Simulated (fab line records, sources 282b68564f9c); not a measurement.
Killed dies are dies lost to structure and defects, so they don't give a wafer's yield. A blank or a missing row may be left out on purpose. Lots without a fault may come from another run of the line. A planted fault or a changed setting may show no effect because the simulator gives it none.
A struck lot beside a sound one | flow rit_cmos | 21 steps out of a route of 202
Sound: wafers L675.2, L675.3, L675.5. Struck: wafers L677.1, L677.5, L677.6. The cause comes at the end.
At each step with rows: each side's tool, then ch and its chambers, then its first start. Under that, the readings that differ: sound wafers | struck wafers | difference of the means | sigmas: that difference in standard deviations of wafers without a fault.
alike: readings whose means differ by less than 2 such deviations, and words and numbers that are the same on both sides. not compared: withheld readings, readings that some wafer has no value for, bounds like >300 that may hide the same value, and numbers for which the record gives no deviation and whose values overlap.
The two part at a step that has a row with sigmas, a row that says differs or no value, or rows on one side only. Numbers that don't overlap but have no deviation are shown without sigmas and don't part them. A reading that every wafer of one side lacks parts them only if that side has two wafers or more.

first, 1 step without rows for these wafers: RIT_CONTACT_HARDBAKE_10 (time 60 s).
RIT_CONTACT_ETCH_11: etches SiO2 in CHF3/CF4/Ar, stops on TiSi2, target depth 480 nm, time 320 s.
  sound on rie_diel-03 ch 0,1,2, day 4 09:07; struck on rie_diel-01 ch 0,2,3, day 4 20:46
  alike: cf4_flow_sccm, drypump_motor_current_A, oes_product_au, rf_fwd_power_W, throttle_valve_pct
  not compared: rf_hours_counter_h
RIT_CONTACT_STRIP_12: strips in O2, time 180 s.
  sound on plasma_asher-01 ch 0,1, day 4 09:19; struck on plasma_asher-04 ch 0,1, day 4 20:57
  alike: drypump_motor_current_A
  not compared: rf_hours_counter_h
RIT_CONTACT_CD_MEAS_90: target cd 1000 nm.
  sound on cd_sem-01, day 4 09:31; struck on cd_sem-01, day 4 21:08
  alike: cd_nm
then, 2 steps without rows for these wafers: RIT_CONTACT_CLEAN_13 (cleans in SC1, time 600 s); RIT_CONTACT_CLEAN_14 (cleans in SC2, time 600 s).
RIT_M1_SPUTTER_00: material Al, target thk 400 nm, time 500 s.
  sound on pvd_sputter-04, day 4 09:59; struck on pvd_sputter-03, day 4 21:37
  alike: throttle_valve_pct
RIT_M1_RS_MEAS_01: measures by four-point-probe.
  sound on film_metro-03, day 4 10:17; struck on film_metro-01, day 4 21:55
  alike: M1_AL_RS
RIT_M1_THK_MEAS_02: measures by xrf.
  sound on film_metro-03, day 4 10:24; struck on film_metro-01, day 4 22:02
  reading        | sound       | struck      | difference | sigmas
  M1_AL_THK (nm) | 395 398 392 | 405 407 403 | +10        | +2
then, 3 steps without rows for these wafers: RIT_M1_HMDS_03 (prime time 60 s); RIT_M1_COAT_04 (resist thk 1300 nm); RIT_M1_SOFTBAKE_05 (time 60 s).
RIT_M1_EXPOSE_06: exposes mask M12, target cd 2600 nm.
  sound on iline_stepper-01 ch 0, day 4 11:03; struck on iline_stepper-01 ch 0, day 4 22:40
  reading | sound             | struck                     | difference | sigmas
  mask    | M12#0 M12#0 M12#0 | M12_R1#0 M12_R1#0 M12_R1#0 | differs    |
  alike: reticle_temp_C
then, 1 step without rows for these wafers: RIT_M1_PEB_07.
RIT_M1_DEVELOP_08: develop time 68 s.
  sound on litho_track-02 ch 0; struck on litho_track-04 ch 0
  reading                | sound             | struck            | difference | sigmas
  resist_line_temp_C (C) | 22.85 22.88 22.97 | 23.15 23.05 23.23 | +0.24      | +2
  model.M1.cd_nm (nm)    | 2602 2602 2601    | 2749 2748 2749    | +147       |
RIT_M1_CD_MEAS_09: target cd 2600 nm.
  sound on cd_sem-02, day 4 11:29; struck on cd_sem-01, day 4 23:05
  reading    | sound                | struck               | difference | sigmas
  cd_nm (nm) | 2602.3 2601.7 2601.1 | 2748.9 2747.9 2749.1 | +146.9     | +82
RIT_M1_OVL_MEAS_10:
  sound on overlay-01, day 4 11:35; struck on overlay-02, day 4 23:13
  alike: M1_OVL
then, 1 step without rows for these wafers: RIT_M1_HARDBAKE_11 (time 120 s).
RIT_M1_METAL_ETCH_12: etches Al in Cl2/BCl3, stops on SiO2, time 165 s, target depth 600 nm.
  sound on rie_metal-04 ch 0,1, day 4 12:02; struck on rie_metal-03 ch 0,1, day 4 23:30
  reading             | sound          | struck         | difference | sigmas
  model.M1.cd_nm (nm) | 2603 2599 2600 | 2747 2746 2749 | +147       |
  alike: drypump_motor_current_A, mfc_cl2_sccm, oes_product_au, rf_fwd_power_W, throttle_valve_pct
  not compared: rf_hours_counter_h
then, 1 step without rows for these wafers: RIT_M1_STRIP_13 (strips in nmp, time 600 s).
RIT_M1_PROBE_99:
  sound on prober-02, day 4 14:20; struck on prober-02, day 5 01:46
  reading                      | sound          | struck         | difference | sigmas
  sort_bin_6_memory (%)        | 0.4 0.4 0.4    | 1.1 1.9 2.7    | +1.5       | +2
  model.etest.m1.width_nm (nm) | 2612 2595 2594 | 2750 2748 2752 | +150       |
  alike: defect_limited_yield, killed_at_contacts, killed_at_front_end, killed_dies, killed_open, killed_short, sort_bin_3_pad_short, sort_bin_5_function, sort_n_pass, sort_yield_pct

WHERE THEY PART
First at RIT_M1_THK_MEAS_02; last, within this record, at RIT_M1_PROBE_99.

WHY: what the simulator had put in
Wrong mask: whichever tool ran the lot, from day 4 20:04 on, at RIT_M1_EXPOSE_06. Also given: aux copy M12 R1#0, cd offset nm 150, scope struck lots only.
